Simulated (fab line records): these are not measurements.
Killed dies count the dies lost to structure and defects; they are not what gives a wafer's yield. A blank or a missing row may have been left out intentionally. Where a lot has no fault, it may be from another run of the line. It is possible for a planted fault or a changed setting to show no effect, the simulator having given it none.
fab line records	flow rit_cmos
[record] lots = 6	wafers = 18	last_day = 7
route steps=202 shown NWELL@35 PWELL@39 WELLDRIVE@50 NRETRO@53 M1@202
lots untouched by any fault: they come from a run of this same line in which no faults occurred
start_h: hours from the record's opening day to when the first of the lot's shown wafers began	wait_h: hours from the lot's prior step to this one	" identical to the entry in the row above	L1.1+2: several wafers, shown together as one row	- either no value or no given start	* or withheld: withheld	< > ~ a bound
route shown NAME@n: names a module that has steps shown in the file, with the first one's number in the route	usual: mean/standard deviation of fault-free wafers	same: alike in all rows	chamber/n: place in a boat	sites: the reading at each site	_std_site: the values' standard deviation	_edge_site: inner sites' mean taken away from outer sites' mean	radius_mm: how far each site lies from the wafer's centre	mask NAME#n: copy n	behind: the most recent tool/chamber to have shaped the wafer	hold: why the lot was held/for how many hours/how that ended	device: which transistor (n, p or np) failed to switch	end of line: at the end of the route, the tests of the same wafers	where a step has no rows: the recipe by itself	killed: at the first sort, the dies lost to defects and structure; wafer yield is something else	map: shows each die of a wafer: x if killed, . if not, _ if none is there
set.NAME: setting as actually run; set.NAME@STEP: the setting as run at that earlier step	model.NAME: the simulator's own value behind a step, which no gauge read
lots at selected steps of the route; one table per step, one row per wafer
services: the hour from which a tool's chamber was out of use, counted from the record's first day as start_h (under 0 if before that day), plus the number of hours and why
[[steps]]
[step RIT_NWELL_HARDBAKE_07]
[recipe] resist = NOVOLAK	temp_c = 140	time_s = 120
[step RIT_NWELL_IMPLANT_08]
[recipe] species = P	energy_kev = 170	dose_cm2 = 5e+13	tilt_deg = 7
[step RIT_NWELL_STRIP_09]
[recipe] chemistry = O2	time_s = 180	resist = NOVOLAK	platen_temp_c = withheld	power_w = 500	pressure_mtorr = 4000	o2_flow_sccm = 4000
[usual] drypump_motor_current_A = 5.7/0.56
[same] time_s = 180
lot.wafer	tool	chamber	start_h	wait_h	drypump_motor_current_A	rf_hours_counter_h
L797.1	plasma_asher-02	0	41.72	0.1	6.5	40
L797.4	"	0	"	"	6.4	-
L797.6	"	0	"	"	6.5	-
L799.1	plasma_asher-01	1	51.56	0.1	6.1	40
L799.3	"	1	"	"	6.1	-
L799.4	"	0	"	"	5.1	-
L801.3	plasma_asher-04	0	60.87	0.1	4.8	-
L801.4	"	1	"	"	5.2	-
L801.5	"	0	"	"	4.8	-
L807.2	plasma_asher-04	1	94.59	0.1	5.2	45
L807.4	"	1	"	"	5.2	-
L807.6	"	1	"	"	5.2	-
L808.1	plasma_asher-02	0	95.78	0.1	6.5	46
L808.5	"	0	"	"	6.5	-
L808.6	"	1	"	"	5.7	-
L816.4	plasma_asher-01	1	135.68	0.1	6.1	-
L816.5	"	1	"	"	6.0	-
L816.6	"	0	"	"	5.1	-
[step RIT_NWELL_TW_MEAS_10]
[usual] NWELL_TW = 2156/22
lot.wafer	tool	chamber	start_h	wait_h	NWELL_TW
L797.1	film_metro-02	-	41.90	0.1	2160
L797.4	"	-	"	"	2158
L797.6	"	-	"	"	2161
L799.1	film_metro-04	-	51.73	0.1	2163
L799.3	"	-	"	"	2173
L799.4	"	-	"	"	2159
L801.3	film_metro-04	-	61.01	0.1	2175
L801.4	"	-	"	"	2159
L801.5	"	-	"	"	2180
L807.2	film_metro-04	-	94.77	0.1	2184
L807.4	"	-	"	"	2175
L807.6	"	-	"	"	2172
L808.1	film_metro-02	-	95.95	0.1	2165
L808.5	"	-	"	"	2155
L808.6	"	-	"	"	2153
L816.4	film_metro-02	-	135.82	0.1	2173
L816.5	"	-	"	"	2161
L816.6	"	-	"	"	2166
[step RIT_PWELL_HMDS_00]
[recipe] prime_time_s = 60	prime_temp_c = 140
[step RIT_PWELL_COAT_01]
[recipe] resist = NOVOLAK	spin_rpm = 2000	resist_thk_nm = 1300
[step RIT_PWELL_SOFTBAKE_02]
[recipe] resist = NOVOLAK	temp_c = 90	time_s = 60
[step RIT_PWELL_EXPOSE_03]
[recipe] mask_id = M3	na = 0.57	target_cd_nm = 43700	dose_mj = 250
[step RIT_PWELL_PEB_04]
[recipe] resist = NOVOLAK	temp_c = withheld	time_s = withheld
[step RIT_PWELL_DEVELOP_05]
[recipe] resist = NOVOLAK	develop_time_s = 68	dev_temp_c = 23
[step RIT_PWELL_OVL_MEAS_06]
[usual] PWELL_OVL = 0.1/1.3
lot.wafer	tool	chamber	start_h	wait_h	PWELL_OVL[nm]
L797.1	overlay-01	-	43.04	-	1.7
L797.4	"	-	"	"	0.3
L797.6	"	-	"	"	1.0
L799.1	overlay-01	-	52.82	-	-0.1
L799.3	"	-	"	"	-1.0
L799.4	"	-	"	"	-2.4
L801.3	overlay-01	-	62.23	-	1.8
L801.4	"	-	"	"	2.6
L801.5	"	-	"	"	2.5
L807.2	overlay-02	-	95.72	-	0.3
L807.4	"	-	"	"	-0.6
L807.6	"	-	"	"	-0.3
L808.1	overlay-01	-	96.89	-	-0.6
L808.5	"	-	"	"	0.3
L808.6	"	-	"	"	-0.7
L816.4	overlay-02	-	136.88	-	2.1
L816.5	"	-	"	"	0.6
L816.6	"	-	"	"	0.9
[step RIT_PWELL_HARDBAKE_07]
[recipe] resist = NOVOLAK	temp_c = 140	time_s = 120
[step RIT_PWELL_IMPLANT_08]
[recipe] species = B	energy_kev = 170	dose_cm2 = 7e+13	tilt_deg = 7
[usual] end_station_pressure_torr = 5.19e-06/2.7e-07
lot.wafer	tool	chamber	start_h	wait_h	end_station_pressure_torr
L797.1	implanter-02	0	43.33	0.2	5.29e-06
L797.4	"	0	"	"	5.34e-06
L797.6	"	0	"	"	5.21e-06
L799.1	implanter-01	0	53.11	0.2	5.3e-06
L799.3	"	0	"	"	5.85e-06
L799.4	"	0	"	"	5.89e-06
L801.3	implanter-01	0	62.55	0.2	5.4e-06
L801.4	"	0	"	"	5.02e-06
L801.5	"	0	"	"	5.11e-06
L807.2	implanter-03	0	96.03	0.2	5.21e-06
L807.4	"	0	"	"	5.21e-06
L807.6	"	0	"	"	5.13e-06
L807.2	implanter-03	0	96.34	0.3	5.08e-06
L807.4	"	0	"	"	5.36e-06
L807.6	"	0	"	"	5.09e-06
L808.1	implanter-03	0	97.18	0.2	4.96e-06
L808.5	"	0	"	"	5.22e-06
L808.6	"	0	"	"	4.49e-06
L808.1	implanter-03	0	97.50	0.3	4.98e-06
L808.5	"	0	"	"	4.61e-06
L808.6	"	0	"	"	5.13e-06
L816.4	implanter-03	0	137.22	0.2	5.07e-06
L816.5	"	0	"	"	4.9e-06
L816.6	"	0	"	"	5.1e-06
[step RIT_PWELL_STRIP_09]
[recipe] chemistry = O2	time_s = 180	resist = NOVOLAK	platen_temp_c = withheld	power_w = 500	pressure_mtorr = 4000	o2_flow_sccm = 4000
[usual] drypump_motor_current_A = 5.8/0.52
[same] time_s = 180
lot.wafer	tool	chamber	start_h	wait_h	drypump_motor_current_A	rf_hours_counter_h
L797.1	plasma_asher-02	0	43.48	0.1	6.4	40
L797.4	"	1	"	"	5.7	-
L797.6	"	0	"	"	6.4	-
L799.1	plasma_asher-02	1	53.26	0.1	5.8	41
L799.3	"	0	"	"	6.5	-
L799.4	"	1	"	"	5.7	-
L801.3	plasma_asher-02	1	62.71	0.1	5.7	-
L801.4	"	0	"	"	6.4	-
L801.5	"	0	"	"	6.5	-
L807.2	plasma_asher-02	1	96.64	0.3	5.8	46
L807.4	"	1	"	"	5.7	-
L807.6	"	1	"	"	5.8	-
L808.1	plasma_asher-04	0	97.65	0.1	4.8	46
L808.5	"	0	"	"	4.8	-
L808.6	"	1	"	"	5.2	-
L816.4	plasma_asher-04	1	137.35	0.1	5.2	-
L816.5	"	1	"	"	5.2	-
L816.6	"	0	"	"	4.8	-
[step RIT_PWELL_TW_MEAS_10]
[usual] PWELL_TW = 954/12
lot.wafer	tool	chamber	start_h	wait_h	PWELL_TW
L797.1	film_metro-01	-	43.65	0.1	937
L797.4	"	-	"	"	935
L797.6	"	-	"	"	940
L799.1	film_metro-04	-	53.43	0.1	961
L799.3	"	-	"	"	959
L799.4	"	-	"	"	956
L801.3	film_metro-02	-	62.84	0.1	952
L801.4	"	-	"	"	961
L801.5	"	-	"	"	959
L807.2	film_metro-04	-	96.83	0.1	1212
L807.4	"	-	"	"	1201
L807.6	"	-	"	"	1202
L808.1	film_metro-01	-	97.82	0.1	1174
L808.5	"	-	"	"	1168
L808.6	"	-	"	"	1170
L816.4	film_metro-02	-	137.50	0.1	961
L816.5	"	-	"	"	956
L816.6	"	-	"	"	954
[step RIT_WELLDRIVE_ANNEAL_00]
[recipe] temp_c = 1100	time_s = 14700	ambient = N2
[step RIT_WELLDRIVE_RS_MEAS_01]
[recipe] thk_meas_gauge = four-point-probe
[usual] NWELL_RS = 275.5/0.81
lot.wafer	tool	chamber	start_h	wait_h	NWELL_RS[ohm/sq]
L797.1	film_metro-01	-	48.80	0.0	275.5
L797.4	"	-	"	"	275.8
L797.6	"	-	"	"	275.7
L799.1	film_metro-01	-	59.11	0.0	274.5
L799.3	"	-	"	"	275.6
L799.4	"	-	"	"	276.1
L801.3	film_metro-04	-	68.01	0.0	275.8
L801.4	"	-	"	"	276.9
L801.5	"	-	"	"	275.4
L807.2	film_metro-04	-	101.98	0.0	275.5
L807.4	"	-	"	"	275.3
L807.6	"	-	"	"	275.7
L808.1	film_metro-02	-	102.96	0.0	274.7
L808.5	"	-	"	"	274.9
L808.6	"	-	"	"	275.8
L816.4	film_metro-04	-	143.16	0.1	276.2
L816.5	"	-	"	"	275.8
L816.6	"	-	"	"	276.2
[step RIT_WELLDRIVE_RS_MEAS_02]
[recipe] thk_meas_gauge = four-point-probe
[usual] PWELL_RS = 429.1/1.1
lot.wafer	tool	chamber	start_h	wait_h	PWELL_RS[ohm/sq]
L797.1	film_metro-01	-	48.92	0.1	429.6
L797.4	"	-	"	"	429.4
L797.6	"	-	"	"	430.1
L799.1	film_metro-01	-	59.23	0.1	429.5
L799.3	"	-	"	"	429.2
L799.4	"	-	"	"	430.5
L801.3	film_metro-04	-	68.13	0.1	428.0
L801.4	"	-	"	"	428.6
L801.5	"	-	"	"	428.8
L807.2	film_metro-04	-	102.10	0.1	279.5
L807.4	"	-	"	"	280.4
L807.6	"	-	"	"	279.8
L808.1	film_metro-02	-	103.18	0.2	280.4
L808.5	"	-	"	"	281.7
L808.6	"	-	"	"	281.7
L816.4	film_metro-04	-	143.28	0.1	428.4
L816.5	"	-	"	"	429.4
L816.6	"	-	"	"	429.0
[step RIT_NRETRO_HMDS_00]
[recipe] prime_time_s = 60	prime_temp_c = 140
[step RIT_M1_PROBE_99]
[usual] killed_at_front_end = 6.8/2.8	killed_dies = 6.9/2.8	killed_on_rim = 1.8/1.4	killed_open = 3.3/1.9	killed_short = 3.5/1.8
[same] gross_dies = 264	killed_at_M0_to_M3 = 0	killed_at_M4_up = 0	killed_at_back_side = 0	killed_at_contacts = 0	killed_at_other = 0
lot.wafer	tool	chamber	start_h	wait_h	killed_at_front_end	killed_dies	killed_on_rim	killed_open	killed_short
L797.1	prober-01	-	78.67	0.1	6	6	1	3	3
L797.4	prober-01	-	78.82	0.2	7	7	0	2	5
L797.6	prober-01	-	78.92	0.2	6	6	1	4	2
L799.1	prober-01	-	87.19	0.1	7	7	2	4	3
L799.3	prober-01	-	87.29	0.2	5	5	1	3	2
L799.4	prober-01	-	87.34	0.2	9	9	4	6	3
L808.1	prober-01	-	135.53	0.1	12	12	4	6	6
L808.5	prober-01	-	135.73	0.2	6	6	1	3	3
L808.6	prober-01	-	135.78	0.2	7	7	0	2	5
L816.4	prober-01	-	173.48	0.2	6	6	3	1	5
L816.5	prober-01	-	173.53	0.2	7	7	1	2	5
L816.6	prober-01	-	173.58	0.2	7	7	0	4	3
// killed by level:class
L797.1 GATE:geometric_particle:open=3 FOX2:geometric_particle:short=1 GATE:geometric_particle:short=1 REOX:geometric_particle:short=1
L797.4 FOX1:geometric_particle:short=2 GATE:geometric_particle:short=2 FOX2:geometric_particle:open=1 REOX:geometric_particle:short=1 SILICIDE:geometric_particle:open=1
L797.6 SPACER:geometric_particle:open=2 FOX2:geometric_particle:short=1 REOX:geometric_particle:open=1 SILICIDE:geometric_particle:open=1 SILICIDE:geometric_particle:short=1
L799.1 FOX2:geometric_particle:short=2 REOX:geometric_particle:open=2 FOX2:geometric_particle:open=1 GATE:geometric_particle:short=1 SILICIDE:geometric_particle:open=1
L799.3 FOX1:geometric_particle:open=1 FOX2:geometric_particle:open=1 GATE:geometric_particle:short=1 GATE:geometric_particle:open=1 REOX:geometric_particle:short=1
L799.4 GATE:geometric_particle:open=4 SPACER:geometric_particle:short=2 REOX:geometric_particle:open=1 REOX:geometric_particle:short=1 SPACER:geometric_particle:open=1
L808.1 SILICIDE:geometric_particle:short=3 SILICIDE:geometric_particle:open=3 SPACER:geometric_particle:open=2 FOX2:geometric_particle:open=1 FOX2:geometric_particle:short=1 GATE:geometric_particle:short=1 SPACER:geometric_particle:short=1
L808.5 SPACER:geometric_particle:short=3 FOX1:geometric_particle:open=1 GATE:geometric_particle:open=1 SPACER:geometric_particle:open=1
L808.6 FOX1:geometric_particle:short=1 FOX2:geometric_particle:open=1 GATE:geometric_particle:open=1 GATE:geometric_particle:short=1 REOX:geometric_particle:short=1 SPACER:geometric_particle:short=1 SILICIDE:geometric_particle:short=1
L816.4 SPACER:geometric_particle:short=2 FOX1:geometric_particle:short=1 GATE:geometric_particle:short=1 REOX:geometric_particle:short=1 SPACER:geometric_particle:open=1
L816.5 REOX:geometric_particle:short=2 FOX2:geometric_particle:short=1 GATE:geometric_particle:open=1 GATE:geometric_particle:short=1 SPACER:geometric_particle:short=1 SILICIDE:geometric_particle:open=1
L816.6 FOX2:geometric_particle:open=2 FOX1:geometric_particle:short=1 FOX2:geometric_particle:short=1 SPACER:geometric_particle:short=1 SPACER:geometric_particle:open=1 SILICIDE:geometric_particle:open=1
[[services]]
tool	chamber	start_h	hours	kind
implanter-03	-	19.57	8.0	pm
plasma_asher-01	-	22.10	1.8	repair
implanter-01	-	46.82	3.3	repair
implanter-01	-	63.66	3.1	pm
plasma_asher-01	-	85.33	2.8	pm
plasma_asher-04	-	108.75	9.0	pm
plasma_asher-04	0	108.75	9.0	vent_cycle
plasma_asher-04	1	108.75	9.0	vent_cycle
implanter-02	-	108.95	2.0	repair
implanter-03	-	112.80	3.0	repair
plasma_asher-04	0	117.75	-	clean
plasma_asher-04	1	117.75	-	clean
implanter-03	-	128.96	4.0	pm
[[key]]
[first_sign] step = RIT_PWELL_IMPLANT_08	reading = visit	direction = added
[effect] step = RIT_PWELL_TW_MEAS_10	reading = PWELL_TW	direction = up	sigmas = 19	usual = 954	struck = 1188
[effect] step = RIT_WELLDRIVE_RS_MEAS_02	reading = PWELL_RS	direction = down	sigmas = 99+	usual = 429.1	struck = 280.6
met_at RIT_PWELL_IMPLANT_08
struck_wafers L807.2,L807.4,L807.6,L808.1,L808.5,L808.6
tester_left_out L807,L808
[fault] kind = repeated_step_whole	tool = implanter-01,implanter-02,implanter-03	chamber = -	onset_h = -	steps = RIT_PWELL_IMPLANT_08	times = 1	scope = struck_lots_only
// tester_left_out: of these lots the tester's yield and bins aren't shown, on N5 and GAA mostly nor the transistor test; their killed dies are dies lost to structure and defects alone, not to doping, threshold or leakage, so they don't give the yield
